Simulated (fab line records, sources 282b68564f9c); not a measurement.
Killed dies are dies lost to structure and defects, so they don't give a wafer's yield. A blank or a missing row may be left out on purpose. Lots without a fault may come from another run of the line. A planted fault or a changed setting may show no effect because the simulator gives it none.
A struck lot beside a sound one | flow rit_cmos | 43 steps out of a route of 202
Sound: wafers L439.3, L439.5, L439.6. Struck: wafers L454.2, L454.4, L454.5. The cause comes at the end.
At each step with rows: each side's tool, then ch and its chambers, then its first start. Under that, the readings that differ: sound wafers | struck wafers | difference of the means | sigmas: that difference in standard deviations of wafers without a fault.
alike: readings whose means differ by less than 2 such deviations, and words and numbers that are the same on both sides. not compared: withheld readings, readings that some wafer has no value for, bounds like >300 that may hide the same value, and numbers for which the record gives no deviation and whose values overlap.
The two part at a step that has a row with sigmas, a row that says differs or no value, or rows on one side only. Numbers that don't overlap but have no deviation are shown without sigmas and don't part them. A reading that every wafer of one side lacks parts them only if that side has two wafers or more.

first, 2 steps without rows for these wafers: RIT_NLDD_HARDBAKE_07 (time 60 s); RIT_NLDD_IMPLANT_08.
RIT_NLDD_STRIP_09: strips in O2, time 180 s.
  sound on plasma_asher-02 ch 0,1, day 3 08:56; struck on plasma_asher-02 ch 0,1, day 6 05:52
  alike: drypump_motor_current_A, o2_flow_sccm
  not compared: rf_hours_counter_h
RIT_NLDD_TW_MEAS_10:
  sound on film_metro-04, day 3 09:04; struck on film_metro-02, day 6 06:03
  reading | sound          | struck         | difference | sigmas
  NLDD_TW | 2466 2458 2459 | 2537 2531 2556 | +80        | +2
then, 6 steps without rows for these wafers: RIT_PLDD_HMDS_00 (prime time 60 s); RIT_PLDD_COAT_01 (resist thk 1000 nm); RIT_PLDD_SOFTBAKE_02 (time 60 s); RIT_PLDD_EXPOSE_03 (exposes mask M8, target cd 40900 nm); RIT_PLDD_PEB_04; RIT_PLDD_DEVELOP_05 (develop time 50 s).
RIT_PLDD_OVL_MEAS_06:
  sound on overlay-01, day 3 09:59; struck on overlay-02, day 6 07:05
  reading       | sound          | struck         | difference | sigmas
  PLDD_OVL (nm) | -3.1 -5.3 -3.9 | -1.3 -1.8 -1.1 | +2.7       | +2
then, 1 step without rows for these wafers: RIT_PLDD_HARDBAKE_07 (time 60 s).
RIT_PLDD_IMPLANT_08:
  sound on implanter-01 ch 0, day 3 10:13; struck on implanter-01 ch 0, day 6 07:17
RIT_PLDD_STRIP_09: strips in O2, time 180 s.
  sound on plasma_asher-03 ch 0,1, day 3 10:22; struck on plasma_asher-04 ch 0,1, day 6 07:25
  alike: drypump_motor_current_A, o2_flow_sccm
  not compared: rf_hours_counter_h
RIT_PLDD_TW_MEAS_10:
  sound on film_metro-02, day 3 10:31; struck on film_metro-03, day 6 07:35
  alike: PLDD_TW
then, 4 steps without rows for these wafers: RIT_SPACER_CLEAN_00 (cleans in SC1, time 600 s); RIT_SPACER_CLEAN_01 (cleans in dHF, time 30 s); RIT_SPACER_CLEAN_02 (cleans in SC2, time 600 s); RIT_SPACER_CVD_03 (deposits Si3N4 from SiH2Cl2/NH3, target thk 250 nm, time 3300 s).
RIT_SPACER_THK_MEAS_04:
  sound on film_metro-02, day 3 13:50; struck on film_metro-01, day 6 10:53
  alike: SPACER_NITRIDE_THK
RIT_SPACER_ETCHBACK_05: etches Si3N4 in SF6/CHF3, stops on SiO2, target depth 250 nm, time 240 s.
  sound on rie_diel-02 ch 2,3, day 3 13:52; struck on rie_diel-01 ch 0,1,3, day 6 10:56
  alike: drypump_motor_current_A, oes_product_au, throttle_valve_pct
  not compared: rf_hours_counter_h
then, 6 steps without rows for these wafers: RIT_NSD_HMDS_00 (prime time 60 s); RIT_NSD_COAT_01 (resist thk 1000 nm); RIT_NSD_SOFTBAKE_02 (time 60 s); RIT_NSD_EXPOSE_03 (exposes mask M9, target cd 40700 nm); RIT_NSD_PEB_04; RIT_NSD_DEVELOP_05 (develop time 50 s).
RIT_NSD_OVL_MEAS_06:
  sound on overlay-02, day 3 15:01; struck on overlay-02, day 6 11:57
  alike: NSD_OVL
then, 2 steps without rows for these wafers: RIT_NSD_HARDBAKE_07 (time 60 s); RIT_NSD_IMPLANT_08.
RIT_NSD_STRIP_09: strips in O2, time 180 s.
  sound on plasma_asher-01 ch 0,1, day 3 15:23; struck on plasma_asher-02 ch 0, day 6 12:17
  reading             | sound          | struck         | difference | sigmas
  o2_flow_sccm (sccm) | 4001 4004 4004 | 3981 3979 3970 | -26        | -2
  alike: drypump_motor_current_A
  not compared: rf_hours_counter_h
RIT_NSD_TW_MEAS_10:
  sound on film_metro-04, day 3 15:31; struck on film_metro-03, day 6 12:28
  alike: NSD_TW
then, 6 steps without rows for these wafers: RIT_PSD_HMDS_00 (prime time 60 s); RIT_PSD_COAT_01 (resist thk 1000 nm); RIT_PSD_SOFTBAKE_02 (time 60 s); RIT_PSD_EXPOSE_03 (exposes mask M10, target cd 40900 nm); RIT_PSD_PEB_04; RIT_PSD_DEVELOP_05 (develop time 50 s).
RIT_PSD_OVL_MEAS_06:
  sound on overlay-01, day 3 16:26; struck on overlay-02, day 6 13:30
  alike: PSD_OVL
then, 2 steps without rows for these wafers: RIT_PSD_HARDBAKE_07 (time 60 s); RIT_PSD_IMPLANT_08.
RIT_PSD_STRIP_09: strips in O2, time 180 s.
  sound on plasma_asher-01 ch 0,1, day 3 16:49; struck on plasma_asher-03 ch 0,1, day 6 13:50
  alike: drypump_motor_current_A, o2_flow_sccm
  not compared: rf_hours_counter_h
RIT_M1_PROBE_99:
  sound on prober-01, day 4 00:57; struck on prober-01, day 6 22:15
  reading                                      | sound                | struck               | difference | sigmas
  model.etest.diode_nwell_sub.leak_log10_a_cm2 | -7.276 -7.523 -7.668 | -6.842 -6.733 -6.914 | +0.659     |
  alike: killed_at_front_end, killed_dies, killed_open, killed_short

WHERE THEY PART
First at RIT_NLDD_TW_MEAS_10; last, within this record, at RIT_NSD_STRIP_09. Later steps at which nothing parts them and some readings are alike: RIT_NSD_TW_MEAS_10, RIT_PSD_OVL_MEAS_06, RIT_PSD_STRIP_09, RIT_M1_PROBE_99.

WHY: what the simulator had put in
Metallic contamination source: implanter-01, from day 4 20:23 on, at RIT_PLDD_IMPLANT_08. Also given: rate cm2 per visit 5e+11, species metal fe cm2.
